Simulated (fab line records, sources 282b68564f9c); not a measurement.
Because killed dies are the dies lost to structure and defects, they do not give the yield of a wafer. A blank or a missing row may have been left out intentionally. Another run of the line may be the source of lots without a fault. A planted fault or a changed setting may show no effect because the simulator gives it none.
Split-lot experiment + flow rit cmos + 23 wafers read across 5 lots, on a route 202 steps long

== THE SPLIT ==
At RIT_GATE_EXPOSE_13 (exposes mask M6, target cd 150 nm), the setting dose mj was moved away from the recipe's 380 on 6 of the 23 wafers read, by -5.4% to +6.7%. The other wafers ran this setting at the recipe's value.

== FROM THE SPLIT TO THE READING: what the file shows between them, 5 steps ==
- RIT_GATE_PEB_14
- RIT_GATE_DEVELOP_15: develop time 50 s
- RIT_GATE_CD_MEAS_16: target cd 150 nm
- RIT_GATE_ETCH_19: etches poly-Si in SF6/CHF3/O2, stops on SiO2, time 165 s, target depth 312.5 nm (also split here: over etch frac)
- RIT_GATE_STRIP_20: strips in O2, time 180 s

== THE READING ==
Shown in nm: cd nm at RIT_GATE_CD_MEAS_90, with target cd 150 nm. A value of 149.8 nm with a standard deviation of 2.5 nm is what fault-free wafers of this fab line usually give.

| wafer  | tool, chamber at the split | dose mj as run | against the recipe | cd nm, nm | against lot-mates on the recipe |
|--------|----------------------------|----------------|--------------------|-----------|---------------------------------|
| L076.1 | iline stepper-02, 0        | 359.6          | -5.4%              | 180.7     | +28.0                           |
| L076.2 | iline stepper-02, 0        | 380            | recipe             | 150.2     | -                               |
| L076.3 | iline stepper-02, 0        | 380            | recipe             | 155.2     | -                               |
| L076.5 | iline stepper-02, 0        | 359.6          | -5.4%              | 181.3     | +28.6                           |
| L076.6 | iline stepper-02, 0        | 359.6          | -5.4%              | 181.0     | +28.3                           |
| L081.2 | iline stepper-01, 0        | 380            | recipe             | 146.8     | -                               |
| L081.3 | iline stepper-01, 0        | 380            | recipe             | 146.9     | -                               |
| L081.4 | iline stepper-01, 0        | 380            | recipe             | 147.5     | -                               |
| L081.5 | iline stepper-01, 0        | 380            | recipe             | 152.0     | -                               |
| L081.6 | iline stepper-01, 0        | 380            | recipe             | 145.8     | -                               |
| L083.1 | iline stepper-02, 0        | 405.6          | +6.7%              | 116.8     | -34.1                           |
| L083.2 | iline stepper-02, 0        | 380            | recipe             | 152.1     | -                               |
| L083.4 | iline stepper-02, 0        | 380            | recipe             | 149.8     | -                               |
| L083.5 | iline stepper-02, 0        | 405.6          | +6.7%              | 117.0     | -33.9                           |
| L083.6 | iline stepper-02, 0        | 405.6          | +6.7%              | 117.1     | -33.8                           |
| L084.1 | iline stepper-01, 0        | 380            | recipe             | 151.4     | -                               |
| L084.3 | iline stepper-01, 0        | 380            | recipe             | 152.5     | -                               |
| L084.4 | iline stepper-01, 0        | 380            | recipe             | 151.4     | -                               |
| L084.5 | iline stepper-01, 0        | 380            | recipe             | 152.0     | -                               |
| L084.6 | iline stepper-01, 0        | 380            | recipe             | 151.2     | -                               |
| L085.3 | iline stepper-02, 0        | 380            | recipe             | 152.2     | -                               |
| L085.5 | iline stepper-02, 0        | 380            | recipe             | 152.6     | -                               |
| L085.6 | iline stepper-02, 0        | 380            | recipe             | 149.5     | -                               |

THE FIT
A straight line over all 23 wafers: cd nm changes by -5.26 nm for each +1% of dose mj; r = -0.99; the points scatter about the line by 2.4 nm.
The same after taking each lot's own level away (the mean of its wafers on the recipe; 23 wafers): -5.14 nm for each +1%; r = -1.00; scatter 1.5 nm.
On that fit, the largest move of dose mj shifts the reading by 35 nm.
From 147.80 to 152.70 nm: that is the span of the lots' own levels, equal to 2.0 times the standard deviation above.
The two slopes are in agreement: the lot-to-lot level therefore moves the slope only a little.
Check: for one of the wafers moved furthest among these (+6.7%), held out of the fit, the line's prediction against its lot-mates is -34.5 nm. Against them it came out at -34.1 nm.

== OTHER SPLITS APPLIED TO THESE WAFERS ==
Before the reading, these wafers also passed through other splits. Each is held against what the fit with the lots' levels taken away leaves over:
| other split on the same wafers   | wafers away from the commonest value | r with cd nm (lot level and that fit taken away) |
|----------------------------------|--------------------------------------|--------------------------------------------------|
| RIT_ACTIVE_COAT_06 resist thk nm | 8                                    | +0.31                                            |
| RIT_ACTIVE_EXPOSE_08 dose mj     | 8                                    | +0.21                                            |
| RIT_NWELL_IMPLANT_08 energy kev  | 7                                    | +0.32                                            |
| RIT_NRETRO_COAT_01 resist thk nm | 12                                   | -0.21                                            |
| RIT_GATE_CVD_08 sih4 flow sccm   | 15                                   | -0.08                                            |
| RIT_GATE_ETCH_19 over etch frac  | 9                                    | +0.22                                            |

== THE WHOLE CHAIN: every reading that the file lists as answering this split, in the file's order ==
| step                | what it does                                                                    | reading                                                     | change (the file's fit)              | r (the file's) |
|---------------------|---------------------------------------------------------------------------------|-------------------------------------------------------------|--------------------------------------|----------------|
| RIT_GATE_CD_MEAS_16 | target cd 150 nm                                                                | cd nm                                                       | -5.15 nm for each +1% of the setting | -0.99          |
| RIT_GATE_ETCH_19    | etches poly-Si in SF6/CHF3/O2, stops on SiO2, time 165 s, target depth 312.5 nm | GATE.cd nm (the simulator's own value, which no gauge read) | -5.11 nm for each +1% of the setting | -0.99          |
| RIT_GATE_CD_MEAS_90 | target cd 150 nm                                                                | cd nm                                                       | -5.13 nm for each +1% of the setting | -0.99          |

== THE FILE'S OWN FIT ==
cd nm changes by -5.13 nm for each +1% of dose mj, r = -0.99.
